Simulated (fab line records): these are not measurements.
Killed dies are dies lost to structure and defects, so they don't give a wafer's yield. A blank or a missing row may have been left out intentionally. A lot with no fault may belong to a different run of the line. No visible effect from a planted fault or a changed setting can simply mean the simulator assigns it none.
Split-lot experiment || flow rit cmos || 5 lots, 23 wafers read, on a route of 202 steps

THE SPLIT ITSELF
At RIT_PLDD_IMPLANT_08, the setting energy kev was moved away from the recipe's 20 on 10 of the 23 wafers read, by -3.1% to +4.9%. The other wafers ran this setting at the recipe's value.

SPLIT TO READING: what lies between them in the file, 1 step
- RIT_PLDD_STRIP_09: strips in O2, time 180 s

THE READING
PLDD_TW, at RIT_PLDD_TW_MEAS_10. Fault-free wafers of this fab line usually give 2327, standard deviation 14.

{"wafer": "L076.1", "tool, chamber at the split": "implanter-02, 0", "energy kev as run": 20.99, "against the recipe": "+4.9%", "PLDD_TW": 2358, "against lot-mates on the recipe": "+36"}
{"wafer": "L076.3", "tool, chamber at the split": "implanter-02, 0", "energy kev as run": 20.99, "against the recipe": "+4.9%", "PLDD_TW": 2363, "against lot-mates on the recipe": "+42"}
{"wafer": "L076.4", "tool, chamber at the split": "implanter-02, 0", "energy kev as run": 20, "against the recipe": "recipe", "PLDD_TW": 2322, "against lot-mates on the recipe": "-"}
{"wafer": "L076.5", "tool, chamber at the split": "implanter-02, 0", "energy kev as run": 20.99, "against the recipe": "+4.9%", "PLDD_TW": 2359, "against lot-mates on the recipe": "+38"}
{"wafer": "L076.6", "tool, chamber at the split": "implanter-02, 0", "energy kev as run": 20, "against the recipe": "recipe", "PLDD_TW": 2321, "against lot-mates on the recipe": "-"}
{"wafer": "L077.1", "tool, chamber at the split": "implanter-03, 0", "energy kev as run": 20, "against the recipe": "recipe", "PLDD_TW": 2348, "against lot-mates on the recipe": "-"}
{"wafer": "L077.2", "tool, chamber at the split": "implanter-03, 0", "energy kev as run": 20, "against the recipe": "recipe", "PLDD_TW": 2355, "against lot-mates on the recipe": "-"}
{"wafer": "L077.4", "tool, chamber at the split": "implanter-03, 0", "energy kev as run": 20.68, "against the recipe": "+3.4%", "PLDD_TW": 2365, "against lot-mates on the recipe": "+14"}
{"wafer": "L077.5", "tool, chamber at the split": "implanter-03, 0", "energy kev as run": 20.68, "against the recipe": "+3.4%", "PLDD_TW": 2361, "against lot-mates on the recipe": "+10"}
{"wafer": "L077.6", "tool, chamber at the split": "implanter-03, 0", "energy kev as run": 20.68, "against the recipe": "+3.4%", "PLDD_TW": 2365, "against lot-mates on the recipe": "+14"}
{"wafer": "L078.1", "tool, chamber at the split": "implanter-03, 0", "energy kev as run": 20, "against the recipe": "recipe", "PLDD_TW": 2343, "against lot-mates on the recipe": "-"}
{"wafer": "L078.2", "tool, chamber at the split": "implanter-03, 0", "energy kev as run": 19.37, "against the recipe": "-3.1%", "PLDD_TW": 2324, "against lot-mates on the recipe": -25}
{"wafer": "L078.3", "tool, chamber at the split": "implanter-03, 0", "energy kev as run": 20, "against the recipe": "recipe", "PLDD_TW": 2338, "against lot-mates on the recipe": "-"}
{"wafer": "L078.4", "tool, chamber at the split": "implanter-03, 0", "energy kev as run": 19.37, "against the recipe": "-3.1%", "PLDD_TW": 2322, "against lot-mates on the recipe": -27}
{"wafer": "L078.5", "tool, chamber at the split": "implanter-03, 0", "energy kev as run": 20, "against the recipe": "recipe", "PLDD_TW": 2365, "against lot-mates on the recipe": "-"}
{"wafer": "L081.1", "tool, chamber at the split": "implanter-02, 0", "energy kev as run": 20, "against the recipe": "recipe", "PLDD_TW": 2301, "against lot-mates on the recipe": "-"}
{"wafer": "L081.2", "tool, chamber at the split": "implanter-02, 0", "energy kev as run": 20, "against the recipe": "recipe", "PLDD_TW": 2313, "against lot-mates on the recipe": "-"}
{"wafer": "L081.4", "tool, chamber at the split": "implanter-02, 0", "energy kev as run": 20, "against the recipe": "recipe", "PLDD_TW": 2318, "against lot-mates on the recipe": "-"}
{"wafer": "L081.5", "tool, chamber at the split": "implanter-02, 0", "energy kev as run": 20.69, "against the recipe": "+3.4%", "PLDD_TW": 2332, "against lot-mates on the recipe": "+21"}
{"wafer": "L081.6", "tool, chamber at the split": "implanter-02, 0", "energy kev as run": 20.69, "against the recipe": "+3.4%", "PLDD_TW": 2336, "against lot-mates on the recipe": "+25"}
{"wafer": "L083.1", "tool, chamber at the split": "implanter-02, 0", "energy kev as run": 20, "against the recipe": "recipe", "PLDD_TW": 2317, "against lot-mates on the recipe": "-"}
{"wafer": "L083.4", "tool, chamber at the split": "implanter-02, 0", "energy kev as run": 20, "against the recipe": "recipe", "PLDD_TW": 2324, "against lot-mates on the recipe": "-"}
{"wafer": "L083.6", "tool, chamber at the split": "implanter-02, 0", "energy kev as run": 20, "against the recipe": "recipe", "PLDD_TW": 2325, "against lot-mates on the recipe": "-"}

FIT RESULTS
A straight line over all 23 wafers: PLDD_TW changes by +5.31 for each +1% of energy kev; r = +0.63; the points scatter about the line by 16.
The same after taking each lot's own level away (the mean of its wafers on the recipe; 23 wafers): +6.93 for each +1%; r = +0.92; scatter 7.2.
The reading moves by 34 for the largest change in energy kev, on that fit.
Measured against the standard deviation above, the lots' own levels, which go from 2310.7 to 2351.5, span 2.9 times it.
So the lot-to-lot level blurs the effect unless lot-mates are compared.
Check: with one of the wafers moved furthest among these (+4.9%) left out of the fit, the line predicts +32.3 for it against its lot-mates. It came out at +36.5 against them.

THE OTHER SPLITS THESE WAFERS WENT THROUGH
Before the reading, these wafers also passed through other splits. Each is held against what the fit with the lots' levels taken away leaves over:
{"other split on the same wafers": "RIT_ACTIVE_OXIDATION_01 temp c", "wafers away from the commonest value": 15, "r with PLDD_TW (lot level and that fit taken away)": "+0.43"}
{"other split on the same wafers": "RIT_ACTIVE_CVD_03 temp c", "wafers away from the commonest value": 18, "r with PLDD_TW (lot level and that fit taken away)": -0.34}
{"other split on the same wafers": "RIT_ACTIVE_ETCH_13 pressure mtorr", "wafers away from the commonest value": 18, "r with PLDD_TW (lot level and that fit taken away)": -0.22}
{"other split on the same wafers": "RIT_FOX2_OXIDATION_00 ox time s", "wafers away from the commonest value": 15, "r with PLDD_TW (lot level and that fit taken away)": "+0.11"}
{"other split on the same wafers": "RIT_NWELL_SOFTBAKE_02 temp c", "wafers away from the commonest value": 10, "r with PLDD_TW (lot level and that fit taken away)": "+0.13"}
{"other split on the same wafers": "RIT_NWELL_IMPLANT_08 energy kev", "wafers away from the commonest value": 10, "r with PLDD_TW (lot level and that fit taken away)": -0.05}
{"other split on the same wafers": "RIT_GATE_CVD_08 sih4 flow sccm", "wafers away from the commonest value": 18, "r with PLDD_TW (lot level and that fit taken away)": -0.39}
{"other split on the same wafers": "RIT_REOX_CLEAN_00 time s", "wafers away from the commonest value": 15, "r with PLDD_TW (lot level and that fit taken away)": -0.18}
{"other split on the same wafers": "RIT_NLDD_COAT_01 spin rpm", "wafers away from the commonest value": 7, "r with PLDD_TW (lot level and that fit taken away)": "+0.40"}

THE FILE'S OWN FIT
PLDD_TW changes by +6.78 for each +1% of energy kev, r = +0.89.
